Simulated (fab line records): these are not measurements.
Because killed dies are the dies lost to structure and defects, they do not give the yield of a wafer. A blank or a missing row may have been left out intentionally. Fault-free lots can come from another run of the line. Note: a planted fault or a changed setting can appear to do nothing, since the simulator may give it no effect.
Lot-split experiment -- flow ritCmos -- on a route of 202 steps: 5 lots, 23 wafers read

ON THE SPLIT
At RIT_SILICIDE_SPUTTER_01 (material Ti, target thk 30 nm, time 240 s), the setting powerW was moved away from the recipe's 350 W on 5 of the 23 wafers read, by -10.3% to -6.4%. For the rest of the wafers, this setting stayed at what the recipe calls for.

BETWEEN THE SPLIT AND THE READING: the file shows 1 step in between
- RIT_SILICIDE_RS_MEAS_02: measures by four-point-probe

THE READING
SILICIDE_TI_THK, in nm, at RIT_SILICIDE_THK_MEAS_03 (measures by xrf). A value of 30.2 nm with a standard deviation of 0.45 nm is what fault-free wafers of this fab line usually give.

wafer,"tool, chamber at the split","powerW as run, W",against the recipe,"SILICIDE_TI_THK, nm",against lot-mates on the recipe
L078.1,"pvdSputter-04, -",350,recipe,30.0,-
L078.3,"pvdSputter-04, -",350,recipe,30.2,-
L078.4,"pvdSputter-04, -",350,recipe,30.2,-
L078.5,"pvdSputter-04, -",350,recipe,29.7,-
L078.6,"pvdSputter-04, -",350,recipe,30.2,-
L079.1,"pvdSputter-01, -",350,recipe,29.5,-
L079.2,"pvdSputter-01, -",350,recipe,29.3,-
L079.3,"pvdSputter-01, -",350,recipe,29.4,-
L079.5,"pvdSputter-01, -",350,recipe,29.7,-
L079.6,"pvdSputter-01, -",350,recipe,29.2,-
L080.1,"pvdSputter-04, -",350,recipe,30.3,-
L080.2,"pvdSputter-04, -",350,recipe,30.3,-
L080.3,"pvdSputter-04, -",313.9,-10.3%,27.1,-3.1
L080.5,"pvdSputter-04, -",350,recipe,30.1,-
L080.6,"pvdSputter-04, -",313.9,-10.3%,27.2,-3.0
L081.1,"pvdSputter-01, -",327.7,-6.4%,27.4,-2.5
L081.3,"pvdSputter-01, -",350,recipe,30.0,-
L081.4,"pvdSputter-01, -",327.7,-6.4%,28.0,-1.9
L081.5,"pvdSputter-01, -",350,recipe,29.8,-
L081.6,"pvdSputter-01, -",327.7,-6.4%,27.9,-2.0
L084.1,"pvdSputter-04, -",350,recipe,30.8,-
L084.2,"pvdSputter-04, -",350,recipe,31.1,-
L084.3,"pvdSputter-04, -",350,recipe,30.6,-

FIT RESULTS
A straight line over all 23 wafers: SILICIDE_TI_THK changes by +0.304 nm for each +1% of powerW; r = +0.91; the points scatter about the line by 0.49 nm.
The same after taking each lot's own level away (the mean of its wafers on the recipe; 23 wafers): +0.311 nm for each +1%; r = +0.98; scatter 0.2 nm.
The reading moves by 3.2 nm for the largest change in powerW, on that fit.
The lots' own levels span 29.42 to 30.83 nm, that is 3.1 times the standard deviation above.
So the lot-to-lot level changes the slope little: the two slopes agree.
Check: with one of the wafers moved furthest among these (-10.3%) left out of the fit, the line predicts -3.26 nm for it against its lot-mates. Against them it came out at -3.13 nm.

THE WHOLE CHAIN: every reading that the file lists as answering this split, in the file's order
step,what it does,reading,change (the file's fit),r (the file's)
RIT_SILICIDE_SPUTTER_01,"material Ti, target thk 30 nm, time 240 s","Ti_of_SILICIDE_SPUTTER_01.thkNm (the simulator's own value, which no gauge read)",+0.3 nm for each +1% of the setting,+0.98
RIT_SILICIDE_RS_MEAS_02,measures by four-point-probe,SILICIDE_TI_RS,-0.677 for each +1% of the setting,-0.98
RIT_SILICIDE_THK_MEAS_03,measures by xrf,SILICIDE_TI_THK,+0.307 for each +1% of the setting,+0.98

THE FILE'S OWN FIT
SILICIDE_TI_THK changes by +0.307 nm for each +1% of powerW, r = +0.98.
